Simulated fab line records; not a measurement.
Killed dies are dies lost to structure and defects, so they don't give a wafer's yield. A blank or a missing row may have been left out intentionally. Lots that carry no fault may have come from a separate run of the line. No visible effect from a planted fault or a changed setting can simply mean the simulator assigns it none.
Code-filled problem report in 8D (eight disciplines) form -- flow rit_cmos -- the parts of the form that need people (team, actions taken, sign-off) are left out

1. WHAT IS WRONG
Wafers free of any fault read 275.5 ohm/sq (standard deviation 0.85) for NWELL_RS at RIT_WELLDRIVE_RS_MEAS_01, against a mean of 281.9 ohm/sq on 6 wafers of 2 lots. Relative to the usual mean, that is a shift of +7.6 standard deviations.
The step: measures by four-point-probe.
First seen on wafer L696.2, day 6 11:33, on film_metro-01. The record has a number at this step for 42 wafers belonging to 14 lots. The rule behind "out" and "out of limits": a value lying over 4 standard deviations away from the usual mean. The rest of the wafers with a number are treated as sound.

2. WHAT IT IS, AND WHAT IT ISN'T
question,is,is not
which readings at this step,NWELL_RS,-
which lots,"L696, L700","L679, L680, L681, L685, L686, L687, L688, L689, L691, L692, L693, L702"
which wafers of those lots,all that have a number,-
read on which gauges,"film_metro-01, film_metro-03",film_metro-04
when,from day 6 11:33,up to then (33 sound wafers); but 3 sound wafers of L702 came after

3. THE SUSPECTS, EACH WITH WHAT RULES IT OUT
Counting: any tool at a process step up to the reading is kept as a suspect provided that every lot that is out went through it and no sound lot did after the first of them.
- the gauge at RIT_WELLDRIVE_RS_MEAS_01 is ruled out. 2 gauges (film_metro-01, film_metro-03) read the wafers that are out.
- implanter-02 at RIT_NWELL_IMPLANT_08: kept. All lots that are out passed through it, beginning with L696 at day 6 01:40, and no sound lot followed; its final sound lot before that point was L681 at day 2 13:04. Its own dose_ions_cm2 readings are out on those wafers.
After counting, what remains is implanter-02 at RIT_NWELL_IMPLANT_08.

4. THE CAUSE (what the simulator had put in)
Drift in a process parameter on implanter-02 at RIT_NWELL_IMPLANT_08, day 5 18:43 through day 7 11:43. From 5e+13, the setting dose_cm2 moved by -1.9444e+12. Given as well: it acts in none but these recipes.
Counting left only this tool.

5. THE EFFECT CHAIN, in route order
Each row: a reading where the mean over the struck wafers with a number is more than 3 standard deviations away from the usual. Only readings whose record carries a usual standard deviation are examined. hours: median over the lots of the time between each lot's start at the first step of this table that gives one and its start at this step. sigmas: the change, counted in usual standard deviations.
hours,step,reading,usual,on struck wafers,change,sigmas
0,RIT_NWELL_IMPLANT_08,dose_ions_cm2,5e+13,5e+13,-2e+12,-35
9,RIT_WELLDRIVE_RS_MEAS_01,NWELL_RS,275.5 ohm/sq,281.9,+6.4,+7.6
Here are the process steps it includes:
- RIT_NWELL_IMPLANT_08

6. HOW IT WOULD HAVE BEEN CAUGHT EARLIER
17 hours passed between the start of the fault at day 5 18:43 and the first reading out of limits at a measuring or inspecting step in this record, taken at day 6 11:33.
The tool's own readings at RIT_NWELL_IMPLANT_08 were out on every struck wafer that the step has a row for (dose_ions_cm2): an alarm limit on them would have fired on the first of those.
L700, from the lots that are out (2), started RIT_NWELL_IMPLANT_08 on implanter-02 later than day 6 11:33. It would have been spared by a hold on the tool at that moment.
